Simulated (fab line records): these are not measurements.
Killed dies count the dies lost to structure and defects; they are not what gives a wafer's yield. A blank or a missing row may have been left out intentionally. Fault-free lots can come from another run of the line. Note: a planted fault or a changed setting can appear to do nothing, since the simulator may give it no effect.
fab line records    flow rit_cmos
record: lots: 5  wafers: 23
route steps=202 shown SPACER@128 NSD@139 PSD@150 SDANNEAL@153 NLDD@160 SILICIDE@162 M1@184
start_h: the number of hours between the record's first day and the start of the first shown wafer of the lot    wait_h: how many hours have passed since the lot's step before this one    " the same as in the row above    L1.1+2: a row that stands for several wafers    - either no value or no given start    * or withheld: withheld    < > ~ a bound
route shown NAME@n: a module of which the file shows steps, and the number in the route of the first    usual: the fault-free wafers' mean and standard deviation    same: alike in all rows    chamber/n: place in a boat    sites: each site's reading    _std_site: the values' standard deviation    _edge_site: inner sites' mean taken away from outer sites' mean    radius_mm: for every site, how far away it sits from the centre of the wafer    mask NAME#n: copy n    behind: tool/chamber where the wafer was last shaped    hold: reason for holding the lot/hours on hold/outcome of the hold    device: names the non-switching transistor (n, p or np)    end of line: the tests these same wafers got at the end of their route    step lacking rows: just its recipe    killed: the dies lost at the first sort to structure and to defects; this is not the yield of the wafer    map: per-die view of a wafer (x killed, . not killed, _ where there is no die)
set.NAME: the run value of the setting; set.NAME@STEP: its run value at that earlier step    model.NAME: the simulator's own value behind a step, which no gauge read
one table per step and one row per wafer, for lots whose settings were changed on purpose
== steps ==
step: RIT_SPACER_CVD_03
recipe: material: Si3N4  target_thk_nm: 250  temp_c: 810  precursor: SiH2Cl2/NH3  time_s: 3300  pressure_mtorr: 300  sih2cl2_flow_sccm: 60  nh3_flow_sccm: 150
lot.wafer  tool      chamber  start_h  wait_h  set.sih2cl2_flow_sccm  model.Si3N4_of_SPACER_CVD_03.thk_nm
L077.1     lpcvd-01  0        63.67    0.0     60                     249.6
L077.2     "         0        "        "       60                     250.1
L077.3     "         0        "        "       60                     248.6
L081.1+3   -         -        -        0.0     63.78                  254.5
L081.2     "         -        "        "       63.78                  254.7
L081.4     "         -        "        "       63.78                  255.2
L081.6     "         -        "        "       63.78                  252.3
L082.2     -         -        -        0.0     54.07                  241.8
L082.3     "         -        "        "       54.07                  242.5
L082.4     "         -        "        "       54.07                  240.7
L082.5     "         -        "        "       54.07                  241.9
L082.6     "         -        "        "       54.07                  242.6
L083.1     -         -        -        0.0     67.8                   256.9
L083.3     "         -        "        "       67.8                   259.7
L083.4     "         -        "        "       67.8                   258.8
L083.5     "         -        "        "       67.8                   257.7
L083.6     "         -        "        "       67.8                   260.1
L084.1     -         -        -        0.0     60                     251.2
L084.2     "         -        "        "       60                     251.5
L084.3     "         -        "        "       60                     249.8
L084.5     "         -        "        "       60                     249.4
L084.6     "         -        "        "       60                     250.5
step: RIT_SPACER_THK_MEAS_04
recipe: reads: Si3N4_of_SPACER_CVD_03
usual: SPACER_NITRIDE_THK: 249.9/1.5
lot.wafer  tool           chamber  start_h  wait_h  set.sih2cl2_flow_sccm@SPACER_CVD_03  SPACER_NITRIDE_THK[nm]
L077.1     film_metro-02  -        65.58    0.0     60                                   249.7
L077.2     "              -        "        "       60                                   249.8
L077.3     "              -        "        "       60                                   248.7
L081.1     film_metro-03  -        -        -       63.78                                254.5
L081.2     "              -        "        "       63.78                                254.6
L081.3     "              -        "        "       63.78                                254.6
L081.4     "              -        "        "       63.78                                255.1
L081.6     "              -        "        "       63.78                                252.2
L082.2     film_metro-04  -        -        -       54.07                                241.7
L082.3     "              -        "        "       54.07                                242.5
L082.4     "              -        "        "       54.07                                240.6
L082.5     "              -        "        "       54.07                                242.1
L082.6     "              -        "        "       54.07                                242.5
L083.1     film_metro-04  -        -        -       67.8                                 256.8
L083.3     "              -        "        "       67.8                                 259.7
L083.4     "              -        "        "       67.8                                 258.8
L083.5     "              -        "        "       67.8                                 257.6
L083.6     "              -        "        "       67.8                                 260.1
L084.1     film_metro-03  -        -        -       60                                   251.2
L084.2     "              -        "        "       60                                   251.5
L084.3     "              -        "        "       60                                   249.8
L084.5     "              -        "        "       60                                   249.3
L084.6     "              -        "        "       60                                   250.6
step: RIT_SPACER_ETCHBACK_05
recipe: target_depth_a: 2500  SF6_flow_sccm: 30  CHF3_flow_sccm: 30  target: Si3N4  chemistry: SF6/CHF3  pressure_mtorr: 40  rf_w: 250  time_s: 240  stop_on: SiO2
lot.wafer  tool         chamber  start_h  wait_h  set.sih2cl2_flow_sccm@SPACER_CVD_03  model.Si3N4_of_SPACER_CVD_03.thk_nm
L077.1     rie_diel-01  2        65.64    0.1     60                                   196.1
L077.2     "            0        "        "       60                                   196.2
L077.3     "            1        "        "       60                                   194.7
L081.1     rie_diel-03  0        89.13    0.1     63.78                                198.4
L081.2     "            1        "        "       63.78                                199.4
L081.3     "            2        "        "       63.78                                200.3
L081.4     "            3        "        "       63.78                                200.1
L081.6     "            3        "        "       63.78                                197.5
L082.2     rie_diel-01  1        96.42    0.0     54.07                                188.4
L082.3     "            0        "        "       54.07                                189.5
L082.4     "            2        "        "       54.07                                188.2
L082.5     "            0        "        "       54.07                                189.4
L082.6     "            3        "        "       54.07                                189.7
L083.1     rie_diel-04  2        101.13   0.1     67.8                                 200.9
L083.3     "            0        "        "       67.8                                 203.6
L083.4     "            3        "        "       67.8                                 202.5
L083.5     "            0        "        "       67.8                                 201.7
L083.6     "            2        "        "       67.8                                 203.4
L084.1     rie_diel-01  1        107.22   0.1     60                                   196.9
L084.2     "            3        "        "       60                                   197.4
L084.3     "            2        "        "       60                                   195.7
L084.5     "            1        "        "       60                                   194.8
L084.6     "            0        "        "       60                                   196.7
step: RIT_NSD_IMPLANT_08
recipe: species: P  energy_kev: 25  dose_cm2: 1e+15  tilt_deg: 7
lot.wafer   tool          chamber  start_h  wait_h  set.dose_cm2
L077.1+2+3  implanter-02  0        66.98    0.1     1e+15
L081.1+2+3  implanter-03  0        90.34    0.1     1e+15
L081.4+6    "             0        "        "       9.36e+14
L082.2+3+6  implanter-03  0        97.79    0.1     1e+15
L082.4+5    "             0        "        "       9.663e+14
L083.1+4    implanter-01  0        102.31   0.1     1.053e+15
L083.3+5+6  "             0        "        "       1e+15
L084.1+3+6  implanter-03  0        108.40   0.1     1.035e+15
L084.2+5    "             0        "        "       1e+15
step: RIT_PSD_IMPLANT_08
recipe: species: BF2  energy_kev: 27  dose_cm2: 5e+15  tilt_deg: 7
lot.wafer       tool          chamber  start_h  wait_h  set.dose_cm2
L077.1+2+3      implanter-03  0        68.52    0.1     5e+15
L081.1+6        implanter-02  0        91.77    0.1     4.686e+15
L081.2+3+4      "             0        "        "       5e+15
L082.2+4+6      implanter-03  0        99.25    0.1     5e+15
L082.3+5        "             0        "        "       4.657e+15
L083.1+3+5      implanter-04  0        103.86   0.1     5e+15
L083.4+6        "             0        "        "       5.244e+15
L084.1+2+3+5+6  implanter-02  0        110.08   0.1     5e+15
step: RIT_SDANNEAL_CLEAN_00
recipe: chemistry: SC1  mix: 3:3:50  time_s: 600  temp_c: 75
lot.wafer       tool          chamber  start_h  wait_h  set.temp_c
L077.1+2+3      wet_bench-02  2        68.91    0.1     75
L081.1+2+3+4+6  -             -        -        0.1     77.61
L082.2+3+4+5+6  -             -        -        0.0     75
L083.1+3+4+5+6  -             -        -        0.1     77.88
L084.1+2+3+5+6  -             -        -        0.1     73.67
step: RIT_SDANNEAL_CLEAN_01
recipe: chemistry: dHF  dilution: 50:1  time_s: 30
step: RIT_SDANNEAL_CLEAN_02
recipe: chemistry: SC2  mix: 3:3:50  time_s: 600  temp_c: 75  dry: n2_spin
step: RIT_SDANNEAL_RTA_03
recipe: temp_c: 1050  time_s: 5  idle_temp_c: 600  ramp_up_c_per_s: 342  ramp_down_c_per_s: 171  cool_to_c: 600  ambient: N2
step: RIT_SDANNEAL_RS_MEAS_04
recipe: thk_meas_gauge: four-point-probe
usual: PSD_RS: 115.95/0.24
lot.wafer  tool           chamber  start_h  wait_h  set.dose_cm2@PSD_IMPLANT_08  PSD_RS[ohm/sq]
L077.1     film_metro-01  -        69.33    0.0     5e+15                        116.04
L077.2     "              -        "        "       5e+15                        116.02
L077.3     "              -        "        "       5e+15                        116.21
L081.1     film_metro-04  -        92.58    0.0     4.686e+15                    116.51
L081.2     "              -        "        "       5e+15                        115.98
L081.3     "              -        "        "       5e+15                        116.09
L081.4     "              -        "        "       5e+15                        115.94
L081.6     "              -        "        "       4.686e+15                    117.11
L082.2     film_metro-03  -        100.07   0.1     5e+15                        115.72
L082.3     "              -        "        "       4.657e+15                    116.64
L082.4     "              -        "        "       5e+15                        116.02
L082.5     "              -        "        "       4.657e+15                    116.82
L082.6     "              -        "        "       5e+15                        116.16
L083.1     film_metro-04  -        104.68   0.0     5e+15                        115.92
L083.3     "              -        "        "       5e+15                        115.90
L083.4     "              -        "        "       5.244e+15                    115.54
L083.5     "              -        "        "       5e+15                        116.36
L083.6     "              -        "        "       5.244e+15                    115.78
L084.1     film_metro-03  -        110.93   0.0     5e+15                        115.90
L084.2     "              -        "        "       5e+15                        115.73
L084.3     "              -        "        "       5e+15                        115.86
L084.5     "              -        "        "       5e+15                        115.91
L084.6     "              -        "        "       5e+15                        116.13
step: RIT_SDANNEAL_RS_MEAS_05
recipe: thk_meas_gauge: four-point-probe
usual: NSD_RS: 84.43/0.24
lot.wafer  tool           chamber  start_h  wait_h  set.dose_cm2@NSD_IMPLANT_08  NSD_RS[ohm/sq]
L077.1     film_metro-01  -        69.45    0.1     1e+15                        84.74
L077.2     "              -        "        "       1e+15                        84.86
L077.3     "              -        "        "       1e+15                        84.52
L081.1     film_metro-04  -        92.70    0.1     1e+15                        84.55
L081.2     "              -        "        "       1e+15                        84.75
L081.3     "              -        "        "       1e+15                        84.49
L081.4     "              -        "        "       9.36e+14                     89.47
L081.6     "              -        "        "       9.36e+14                     89.21
L082.2     film_metro-03  -        100.19   0.1     1e+15                        84.45
L082.3     "              -        "        "       1e+15                        84.55
L082.4     "              -        "        "       9.663e+14                    86.65
L082.5     "              -        "        "       9.663e+14                    86.85
L082.6     "              -        "        "       1e+15                        84.14
L083.1     film_metro-04  -        104.80   0.1     1.053e+15                    80.90
L083.3     "              -        "        "       1e+15                        84.68
L083.4     "              -        "        "       1.053e+15                    80.94
L083.5     "              -        "        "       1e+15                        84.17
L083.6     "              -        "        "       1e+15                        84.15
L084.1     film_metro-03  -        111.05   0.1     1.035e+15                    82.58
L084.2     "              -        "        "       1e+15                        84.46
L084.3     "              -        "        "       1.035e+15                    82.34
L084.5     "              -        "        "       1e+15                        84.53
L084.6     "              -        "        "       1.035e+15                    82.48
step: RIT_SDANNEAL_RS_MEAS_07
recipe: thk_meas_gauge: four-point-probe
usual: NLDD_RS: 151.7/0.69
lot.wafer  tool           chamber  start_h  wait_h  set.dose_cm2@NLDD_IMPLANT_08  NLDD_RS[ohm/sq]
L077.1     film_metro-01  -        69.69    0.1     5e+14                         152.6
L077.2     "              -        "        "       5e+14                         152.0
L077.3     "              -        "        "       5e+14                         152.7
L081.1     film_metro-04  -        92.94    0.1     5e+14                         153.5
L081.2     "              -        "        "       5e+14                         153.2
L081.3     "              -        "        "       5.331e+14                     145.1
L081.4     "              -        "        "       5.331e+14                     145.2
L081.6     "              -        "        "       5.331e+14                     145.3
L082.2     film_metro-03  -        100.43   0.1     5e+14                         152.1
L082.3     "              -        "        "       5e+14                         151.5
L082.4     "              -        "        "       4.886e+14                     155.0
L082.5     "              -        "        "       4.886e+14                     154.8
L082.6     "              -        "        "       4.886e+14                     155.2
L083.1     film_metro-04  -        105.04   0.1     5e+14                         151.4
L083.3     "              -        "        "       5.185e+14                     146.6
L083.4     "              -        "        "       5.185e+14                     147.0
L083.5     "              -        "        "       5e+14                         151.1
L083.6     "              -        "        "       5e+14                         151.8
L084.1     film_metro-03  -        111.29   0.1     5e+14                         151.7
L084.2     "              -        "        "       5e+14                         151.9
L084.3     "              -        "        "       5e+14                         151.6
L084.5     "              -        "        "       5e+14                         151.5
L084.6     "              -        "        "       5e+14                         152.2
step: RIT_SILICIDE_SPUTTER_01
recipe: material: Ti  target_thk_nm: 30  power_w: 350  chamber_pressure_pa: 0.667  gas: Ar  time_s: 240  substrate_temp_c: 25
lot.wafer  tool            chamber  start_h  wait_h  set.time_s  model.Ti_of_SILICIDE_SPUTTER_01.thk_nm
L077.1     pvd_sputter-03  -        69.83    0.0     240         30.01
L077.2     "               -        "        "       240         29.96
L077.3     "               -        "        "       240         30.07
L081.1     pvd_sputter-03  -        93.07    0.0     240         30.39
L081.2     "               -        "        "       212         27.05
L081.3+6   "               -        "        "       212         26.86
L081.4     "               -        "        "       240         30.25
L082.2     pvd_sputter-04  -        100.54   0.0     240         29.88
L082.3     "               -        "        "       240         29.8
L082.4     "               -        "        "       240         29.95
L082.5     "               -        "        "       218.2       27.41
L082.6     "               -        "        "       218.2       27.32
L083.1     pvd_sputter-03  -        105.18   0.0     240         30.36
L083.3     "               -        "        "       264.7       33.47
L083.4     "               -        "        "       264.7       33.86
L083.5     "               -        "        "       240         30.42
L083.6     "               -        "        "       240         30.29
L084.1     pvd_sputter-04  -        111.42   0.0     240         30.02
L084.2     "               -        "        "       240         29.8
L084.3     "               -        "        "       240         30.3
L084.5     "               -        "        "       240         29.85
L084.6     "               -        "        "       240         29.95
step: RIT_SILICIDE_RS_MEAS_02
recipe: thk_meas_gauge: four-point-probe  reads: Ti_of_SILICIDE_SPUTTER_01
usual: SILICIDE_TI_RS: 47.7/0.49
lot.wafer  tool           chamber  start_h  wait_h  set.time_s@SILICIDE_SPUTTER_01  SILICIDE_TI_RS[ohm/sq]
L077.1     film_metro-02  -        69.98    0.1     240                             47.8
L077.2     "              -        "        "       240                             47.9
L077.3     "              -        "        "       240                             47.9
L081.1     film_metro-01  -        93.22    0.1     240                             47.1
L081.2     "              -        "        "       212                             54.6
L081.3     "              -        "        "       212                             55.1
L081.4     "              -        "        "       240                             47.3
L081.6     "              -        "        "       212                             55.1
L082.2     film_metro-02  -        100.71   0.1     240                             48.2
L082.3     "              -        "        "       240                             48.4
L082.4     "              -        "        "       240                             48.1
L082.5     "              -        "        "       218.2                           53.7
L082.6     "              -        "        "       218.2                           53.9
L083.1     film_metro-02  -        105.33   0.1     240                             47.3
L083.3     "              -        "        "       264.7                           41.8
L083.4     "              -        "        "       264.7                           41.1
L083.5     "              -        "        "       240                             47.1
L083.6     "              -        "        "       240                             47.3
L084.1     film_metro-01  -        111.57   0.1     240                             47.8
L084.2     "              -        "        "       240                             48.3
L084.3     "              -        "        "       240                             47.3
L084.5     "              -        "        "       240                             48.3
L084.6     "              -        "        "       240                             48.1
step: RIT_SILICIDE_THK_MEAS_03
recipe: thk_meas_gauge: xrf  reads: Ti_of_SILICIDE_SPUTTER_01
usual: SILICIDE_TI_THK: 30.06/0.26
lot.wafer  tool           chamber  start_h  wait_h  set.time_s@SILICIDE_SPUTTER_01  SILICIDE_TI_THK[nm]
L077.1     film_metro-02  -        70.10    0.1     240                             30.18
L077.2     "              -        "        "       240                             29.92
L077.3     "              -        "        "       240                             30.11
L081.1     film_metro-01  -        93.34    0.1     240                             30.36
L081.2     "              -        "        "       212                             27.03
L081.3     "              -        "        "       212                             26.79
L081.4     "              -        "        "       240                             30.12
L081.6     "              -        "        "       212                             26.88
L082.2     film_metro-02  -        100.82   0.1     240                             29.80
L082.3     "              -        "        "       240                             29.64
L082.4     "              -        "        "       240                             29.80
L082.5     "              -        "        "       218.2                           27.36
L082.6     "              -        "        "       218.2                           27.35
L083.1     film_metro-02  -        105.45   0.1     240                             30.40
L083.3     "              -        "        "       264.7                           33.31
L083.4     "              -        "        "       264.7                           33.95
L083.5     "              -        "        "       240                             30.44
L083.6     "              -        "        "       240                             30.27
L084.1     film_metro-01  -        111.69   0.1     240                             29.99
L084.2     "              -        "        "       240                             29.68
L084.3     "              -        "        "       240                             30.14
L084.5     "              -        "        "       240                             29.81
L084.6     "              -        "        "       240                             29.89
step: RIT_M1_SPUTTER_00
recipe: material: Al  target_thk_nm: 400  power_w: 2000  chamber_pressure_pa: 0.4  gas: Ar  time_s: 500  substrate_temp_c: 25
lot.wafer  tool            chamber  start_h  wait_h  set.time_s  model.Al_of_M1_SPUTTER_00.thk_nm
L077.1     pvd_sputter-02  -        72.56    0.0     500         400.7
L077.2     "               -        "        "       500         402.1
L077.3     "               -        "        "       500         403.1
L081.1     pvd_sputter-02  -        95.93    0.0     500         398.1
L081.2     "               -        "        "       500         403.2
L081.3     "               -        "        "       500         401.1
L081.4     "               -        "        "       500         402.4
L081.6     "               -        "        "       500         401.4
L082.2     pvd_sputter-01  -        103.40   0.0     500         394.2
L082.3     "               -        "        "       500         402.8
L082.4     "               -        "        "       500         395.9
L082.5+6   "               -        "        "       500         398.7
L083.1     pvd_sputter-02  -        108.08   0.0     560.4       449.1
L083.3     "               -        "        "       500         397.8
L083.4     "               -        "        "       560.4       449.9
L083.5     "               -        "        "       500         398.3
L083.6     "               -        "        "       500         399.7
L084.1     pvd_sputter-01  -        114.20   0.0     500         395.7
L084.2     "               -        "        "       454.7       353.9
L084.3     "               -        "        "       500         392.8
L084.5     "               -        "        "       500         390.3
L084.6     "               -        "        "       454.7       363.9
step: RIT_M1_RS_MEAS_01
recipe: thk_meas_gauge: four-point-probe  reads: Al_of_M1_SPUTTER_00
usual: M1_AL_RS: 0.0737/0.00076
lot.wafer  tool           chamber  start_h  wait_h  set.time_s@M1_SPUTTER_00  M1_AL_RS[ohm/sq]
L077.1     film_metro-01  -        72.85    0.1     500                       0.0734
L077.2     "              -        "        "       500                       0.0732
L077.3     "              -        "        "       500                       0.0728
L081.1     film_metro-03  -        96.22    0.1     500                       0.0738
L081.2     "              -        "        "       500                       0.0728
L081.3     "              -        "        "       500                       0.0732
L081.4     "              -        "        "       500                       0.0729
L081.6     "              -        "        "       500                       0.0733
L082.2     film_metro-03  -        103.71   0.2     500                       0.0746
L082.3     "              -        "        "       500                       0.0730
L082.4     "              -        "        "       500                       0.0741
L082.5     "              -        "        "       500                       0.0736
L082.6     "              -        "        "       500                       0.0736
L083.1     film_metro-01  -        108.38   0.1     560.4                     0.0652
L083.3     "              -        "        "       500                       0.0738
L083.4     "              -        "        "       560.4                     0.0651
L083.5     "              -        "        "       500                       0.0737
L083.6     "              -        "        "       500                       0.0735
L084.1     film_metro-01  -        114.49   0.1     500                       0.0744
L084.2     "              -        "        "       454.7                     0.0832
L084.3     "              -        "        "       500                       0.0750
L084.5     "              -        "        "       500                       0.0752
L084.6     "              -        "        "       454.7                     0.0809
step: RIT_M1_THK_MEAS_02
recipe: thk_meas_gauge: xrf  reads: Al_of_M1_SPUTTER_00
usual: M1_AL_THK: 398/4.4
lot.wafer  tool           chamber  start_h  wait_h  set.time_s@M1_SPUTTER_00  M1_AL_THK[nm]
L077.1     film_metro-01  -        72.97    0.1     500                       398
L077.2     "              -        "        "       500                       401
L077.3     "              -        "        "       500                       404
L081.1     film_metro-03  -        96.34    0.1     500                       398
L081.2     "              -        "        "       500                       405
L081.3     "              -        "        "       500                       402
L081.4     "              -        "        "       500                       403
L081.6     "              -        "        "       500                       405
L082.2     film_metro-03  -        103.82   0.1     500                       396
L082.3     "              -        "        "       500                       402
L082.4     "              -        "        "       500                       395
L082.5     "              -        "        "       500                       401
L082.6     "              -        "        "       500                       399
L083.1     film_metro-01  -        108.50   0.1     560.4                     447
L083.3     "              -        "        "       500                       398
L083.4     "              -        "        "       560.4                     451
L083.5     "              -        "        "       500                       396
L083.6     "              -        "        "       500                       398
L084.1     film_metro-01  -        114.61   0.1     500                       392
L084.2     "              -        "        "       454.7                     353
L084.3     "              -        "        "       500                       393
L084.5     "              -        "        "       500                       389
L084.6     "              -        "        "       454.7                     364
== key ==
split: step: RIT_SPACER_CVD_03  setting: sih2cl2_flow_sccm  stated: 60  by: lot
response: step: RIT_SPACER_CVD_03  reading: model.Si3N4_of_SPACER_CVD_03.thk_nm  change: +0.727  per: 1%  r: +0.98
response: step: RIT_SPACER_THK_MEAS_04  reading: SPACER_NITRIDE_THK  change: +0.728  per: 1%  r: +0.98
response: step: RIT_SPACER_ETCHBACK_05  reading: model.Si3N4_of_SPACER_CVD_03.thk_nm  change: +0.58  per: 1%  r: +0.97
split: step: RIT_NSD_IMPLANT_08  setting: dose_cm2  stated: 1e+15  by: wafer
response: step: RIT_SDANNEAL_RS_MEAS_05  reading: NSD_RS  change: -0.686  per: 1%  r: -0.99
split: step: RIT_PSD_IMPLANT_08  setting: dose_cm2  stated: 5e+15  by: wafer
response: step: RIT_SDANNEAL_RS_MEAS_04  reading: PSD_RS  change: -0.111  per: 1%  r: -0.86
split: step: RIT_SDANNEAL_CLEAN_00  setting: temp_c  stated: 75  by: lot
response none clear
split: step: RIT_SILICIDE_SPUTTER_01  setting: time_s  stated: 240  by: wafer
response: step: RIT_SILICIDE_SPUTTER_01  reading: model.Ti_of_SILICIDE_SPUTTER_01.thk_nm  change: +0.297  per: 1%  r: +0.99
response: step: RIT_SILICIDE_RS_MEAS_02  reading: SILICIDE_TI_RS  change: -0.616  per: 1%  r: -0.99
response: step: RIT_SILICIDE_THK_MEAS_03  reading: SILICIDE_TI_THK  change: +0.29  per: 1%  r: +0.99
split: step: RIT_M1_SPUTTER_00  setting: time_s  stated: 500  by: wafer
response: step: RIT_M1_SPUTTER_00  reading: model.Al_of_M1_SPUTTER_00.thk_nm  change: +4.05  per: 1%  r: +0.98
response: step: RIT_M1_RS_MEAS_01  reading: M1_AL_RS  change: -0.000734  per: 1%  r: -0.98
response: step: RIT_M1_THK_MEAS_02  reading: M1_AL_THK  change: +4.08  per: 1%  r: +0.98
split outside_this_file step=RIT_NLDD_IMPLANT_08 setting=dose_cm2
split outside_this_file: this setting was split too, and the file shows its column; the key of that split is in another file
